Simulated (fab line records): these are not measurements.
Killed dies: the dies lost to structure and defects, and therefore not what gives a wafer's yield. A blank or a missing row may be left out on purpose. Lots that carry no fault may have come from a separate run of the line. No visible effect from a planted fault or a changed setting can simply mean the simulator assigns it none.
Problem report in the 8D (eight disciplines) form, filled by code / flow berkeleyCmos170 / the parts of the form that need people (team, actions taken, sign-off) are left out

1. WHAT WENT WRONG
V2_POLISHED_THK at UCB170_V2_THK_MEAS_04 reads a mean of 1350.9 nm on 9 wafers of 3 lots; wafers without a fault read 1000.2 nm with a standard deviation of 1.6. So: +99 or more standard deviations from the usual mean.
First seen on wafer L452.2, day 13 09:25, on filmMetro-02. The record holds 45 wafers of 15 lots with a number at this step. Rule for "out", or "out of limits": more than 4 standard deviations from the usual mean. Any other wafer with a number is counted as sound.

2. WHAT IT IS, WHAT IT ISN'T
question=which readings at this step | is=V2_POLISHED_THK | is not=-
question=which lots | is=L452, L454, L455 | is not=L438, L439, L440, L443, L445, L446, L447, L448, L450, L451, L453, L461
question=which wafers of those lots | is=all that have a number | is not=-
question=read on which gauges | is=filmMetro-02, filmMetro-03, filmMetro-04 | is not=-
question=when | is=from day 13 09:25 | is not=up to then (33 sound wafers); but 3 sound wafers of L461 came after

3. WHAT RULES OUT EACH SUSPECT
Counting: a tool at any process step up to the reading remains a suspect when it ran all the lots that are out and ran no sound lot after the first of those.
- the gauge at UCB170_V2_THK_MEAS_04: ruled out. Those wafers that are out were read across 3 gauges (filmMetro-02, filmMetro-03, filmMetro-04).
- cmp-02 at UCB170_V2_CMP_02 (polishes SiO2): kept. Every lot that is out went through it, starting with L452 (day 13 09:05), and after that it ran no sound lot; the last sound lot it ran before then is L453 (day 13 07:25).
Left after counting: cmp-02 at UCB170_V2_CMP_02.

4. THE CAUSE (what the simulator had put in)
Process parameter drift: cmp-02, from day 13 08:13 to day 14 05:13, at UCB170_V2_CMP_02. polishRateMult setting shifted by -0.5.
After counting, this tool was the only one left.

5. THE EFFECT CHAIN, in route order
Rows list readings where the struck wafers' mean (over those with a number) sits beyond 3 standard deviations from the usual. Scope: only readings with a usual standard deviation given in the record; hours: median across lots of the time from each lot's start at the first step in this table that gives one to its start at this step; sigmas: change in usual standard deviations.
hours=0; step=UCB170_V2_THK_MEAS_04; reading=V2_POLISHED_THK; usual=1000.2 nm; on struck wafers=1350.9; change=+350.7; sigmas=+99 or more
hours=1; step=UCB170_V2_ETCH_14; reading=oesProductAu; usual=0.877 a.u.; on struck wafers=0.996; change=+0.119; sigmas=+11
hours=5; step=UCB170_M3_PROBE_99; reading=defectLimitedYield; usual=98.6 %; on struck wafers=0.2; change=-98.4; sigmas=-99 or more
hours=5; step=UCB170_M3_PROBE_99; reading=killed_at_M0_to_M3; usual=0.9; on struck wafers=261.2; change=+260.3; sigmas=+99 or more
hours=5; step=UCB170_M3_PROBE_99; reading=killedDies; usual=3.6; on struck wafers=263.4; change=+259.8; sigmas=+99 or more
hours=5; step=UCB170_M3_PROBE_99; reading=killedOnRim; usual=1.0; on struck wafers=70.0; change=+69.0; sigmas=+69
Process steps it contains:
- UCB170_V2_ETCH_14: etches SiO2 in CHF3/CF4/Ar, stops on Al, target depth 1250 nm, time 291 s.
- UCB170_M3_PROBE_99

6. HOW IT WOULD HAVE BEEN CAUGHT EARLIER
In this record the first reading out of limits at a measuring or inspecting step was taken at day 13 09:25, 1 hour after the fault began at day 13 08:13.
An alarm limit of 4 standard deviations would not have fired on the tool readings at UCB170_V2_CMP_02 for which the record gives a usual standard deviation, since none of them was out on any struck wafer.
Among the 3 lots that are out, L455 began UCB170_V2_CMP_02 on cmp-02 after day 13 09:25. Had the tool been put on hold then, it would have been spared.
